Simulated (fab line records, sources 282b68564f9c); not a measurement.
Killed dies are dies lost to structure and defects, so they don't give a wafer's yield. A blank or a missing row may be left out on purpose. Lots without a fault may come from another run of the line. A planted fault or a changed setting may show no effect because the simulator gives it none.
Which tool did it? | flow rit_cmos | 7 lots, 21 wafers sampled, at 3 steps of a route of 202

WHAT THE GAUGES READ, wafer by wafer
RIT_NLDD_TW_MEAS_10.
lot  | measured    | on            | NLDD_TW
L524 | day 3 05:49 | film_metro-02 | 2486 2479 2487
L533 | day 5 08:28 | film_metro-02 | 2752 2765 2755 2754 2765 2770
L535 | day 5 17:35 | film_metro-03 | 2485 2485 2487
L537 | day 6 02:10 | film_metro-02 | 2481 2472 2478
L539 | day 6 13:07 | film_metro-02 | 2490 2494 2478
L542 | day 7 05:31 | film_metro-02 | 2472 2478 2464
L545 | day 7 19:00 | film_metro-04 | 2473 2484 2495

WHICH TOOL RAN EACH LOT (tool, then ch and the chambers of the sampled wafers, then the start)
lot  | RIT_GATE_STRIP_20                   | RIT_NLDD_IMPLANT_08
L524 | plasma_asher-04 ch 0,1, day 3 00:14 | implanter-03 ch 0, day 3 05:31
L533 | plasma_asher-04 ch 0,1, day 5 02:53 | implanter-03 ch 0, day 5 08:09
L535 | plasma_asher-03 ch 0,1, day 5 12:40 | implanter-01 ch 0, day 5 17:17
L537 | plasma_asher-04 ch 0,1, day 5 21:13 | implanter-02 ch 0, day 6 01:52
L539 | plasma_asher-03 ch 0,1, day 6 08:19 | implanter-01 ch 0, day 6 12:48
L542 | plasma_asher-01 ch 0,1, day 7 00:45 | implanter-02 ch 0, day 7 05:11
L545 | plasma_asher-01 ch 1, day 7 13:55   | implanter-02 ch 0, day 7 18:41
- RIT_GATE_STRIP_20: strips in O2, time 180 s.
- RIT_NLDD_IMPLANT_08

THE ANSWER, worked out from the rows above alone
Rule: what is usual is taken from the lots themselves. Put in order of their means at a reading, lots are off if they are a third of the lots or fewer, leave a main group of 4 or more, and stand apart from it by a gap of 3 or more times the standard deviation of the main group's means; of several such gaps the widest counts. A main group whose means are all the same, to the digits that the tables above print for the reading, isn't used. A lot without any number at a reading at which 4 lots or more have one is off too. The other lots that the step has rows for count as sound.
Off: L533, at RIT_NLDD_TW_MEAS_10 (NLDD_TW). The main group: mean 2482, standard deviation 5.6.
A tool fits if, at a process step before that reading, it ran every lot that is off, and no sound lot after the first of them. The gauges at RIT_NLDD_TW_MEAS_10 are tried like those tools. One fits: implanter-03 at RIT_NLDD_IMPLANT_08. Its last sound lot is L524 (day 3 05:31), its first lot that is off L533 (day 5 08:09): a fault that began between those two fits.

WHAT THE SIMULATOR HAD PUT IN
Process parameter drift: implanter-03, from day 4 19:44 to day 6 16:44, at RIT_NLDD_IMPLANT_08. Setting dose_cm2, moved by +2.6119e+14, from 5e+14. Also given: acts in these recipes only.
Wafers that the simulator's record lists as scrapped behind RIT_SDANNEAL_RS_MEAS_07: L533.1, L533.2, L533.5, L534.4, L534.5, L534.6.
Lots struck among those shown: L533. The rule above found the same.
